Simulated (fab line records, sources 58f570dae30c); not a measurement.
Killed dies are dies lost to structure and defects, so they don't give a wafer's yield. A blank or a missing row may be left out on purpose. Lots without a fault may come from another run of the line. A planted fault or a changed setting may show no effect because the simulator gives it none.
A struck lot beside a sound one | flow berkeley_cmos170 | 15 steps out of a route of 331
Sound: wafers L901.1, L901.2, L901.6. Struck: wafers L894.1, L894.4, L894.6. The cause comes at the end.
At each step with rows: each side's tool, then ch and its chambers, then its first start. Under that, the readings that differ: sound wafers | struck wafers | difference of the means | sigmas: that difference in standard deviations of wafers without a fault.
alike: readings whose means differ by less than 2 such deviations, and words and numbers that are the same on both sides. not compared: withheld readings, readings that some wafer has no value for, bounds like >300 that may hide the same value, and numbers for which the record gives no deviation and whose values overlap.
The two part at a step that has a row with sigmas, a row that says differs or no value, or rows on one side only. Numbers that don't overlap but have no deviation are shown without sigmas and don't part them. A reading that every wafer of one side lacks parts them only if that side has two wafers or more.

UCB170_M1_SPUTTER_00: material Al, target thk 600 nm, time 80 s.
  sound on pvd_sputter-02, day 9 22:43; struck on pvd_sputter-01, day 8 17:53
  alike: throttle_valve_pct
UCB170_M1_RS_MEAS_01: measures by four-point-probe.
  sound on film_metro-02, day 9 22:47; struck on film_metro-02, day 8 17:57
  alike: M1_AL_RS
UCB170_M1_THK_MEAS_02: measures by xrf.
  sound on film_metro-02, day 9 22:54; struck on film_metro-02, day 8 18:04
  alike: M1_AL_THK
then, 6 steps without rows for these wafers: UCB170_M1_COAT_03; UCB170_M1_COAT_04 (resist thk 900 nm); UCB170_M1_SOFTBAKE_05 (time 60 s); UCB170_M1_EXPOSE_06 (exposes mask METAL1, target cd 700 nm); UCB170_M1_PEB_07; UCB170_M1_DEVELOP_08 (develop time 45 s).
UCB170_M1_CD_MEAS_09: target cd 700 nm.
  sound on cd_sem-02, day 10 00:07; struck on cd_sem-01, day 8 19:36
  alike: cd_nm
UCB170_M1_OVL_MEAS_10:
  sound on overlay-01, day 10 00:14; struck on overlay-02, day 8 19:43
  alike: M1_OVL
UCB170_M1_ETCH_11: etches BARC in N2/H2.
  sound on rie_diel-02 ch 1,2, day 10 00:16; struck on rie_diel-03 ch 0,3, day 8 19:45
  alike: drypump_motor_current_A, oes_product_au, throttle_valve_pct
UCB170_M1_METAL_ETCH_12: etches Al in Cl2/BCl3, stops on PSG, target depth 780 nm, time 130 s.
  sound on rie_metal-03 ch 0,1, day 10 00:19; struck on rie_metal-01 ch 0, day 8 19:48
  reading                             | sound             | struck            | difference | sigmas
  oes_product_au (a.u.)               | 0.859 0.831 0.836 | 0.991 0.996 1.009 | +0.157     | +11
  run_length_s (s)                    | 158.5 159.1 158.9 | 96.3 96.6 96.5    | -62.4      | -99 or more
  model.M1.feature_depth_nm (nm)      | 623.9 631.1 630.2 | 414.9 418.8 416   | -211.8     |
  model.KrF_of_M1_COAT_04.thk_nm (nm) | 438.2 443 433.4   | 646.2 642.9 641.3 | +205.3     |
  model.etch.depth_nm (nm)            | 586.4 594 592.4   | 414.9 418.8 416   | -174.4     |
  alike: drypump_motor_current_A, throttle_valve_pct
  not compared: rf_hours_counter_h
UCB170_M1_STRIP_13: strips in O2.
  sound on plasma_asher-04 ch 0,1, day 10 00:26; struck on plasma_asher-03 ch 0, day 8 19:56
  alike: drypump_motor_current_A, oes_product_au
  not compared: rf_hours_counter_h
UCB170_M1_CD_MEAS_90: target cd 700 nm.
  sound on cd_sem-02, day 10 00:32; struck on cd_sem-01, day 8 20:19
  reading    | sound             | struck            | difference | sigmas
  cd_nm (nm) | 701.4 699.8 700.6 | 715.9 717.9 718.2 | +16.7      | +8
  not compared: hold

WHERE THEY PART
First at UCB170_M1_METAL_ETCH_12; last, within this record, at UCB170_M1_CD_MEAS_90.

WHY: what the simulator had put in
Process parameter drift: rie_metal-01, from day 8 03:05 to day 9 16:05, at UCB170_M1_METAL_ETCH_12. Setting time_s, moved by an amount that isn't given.
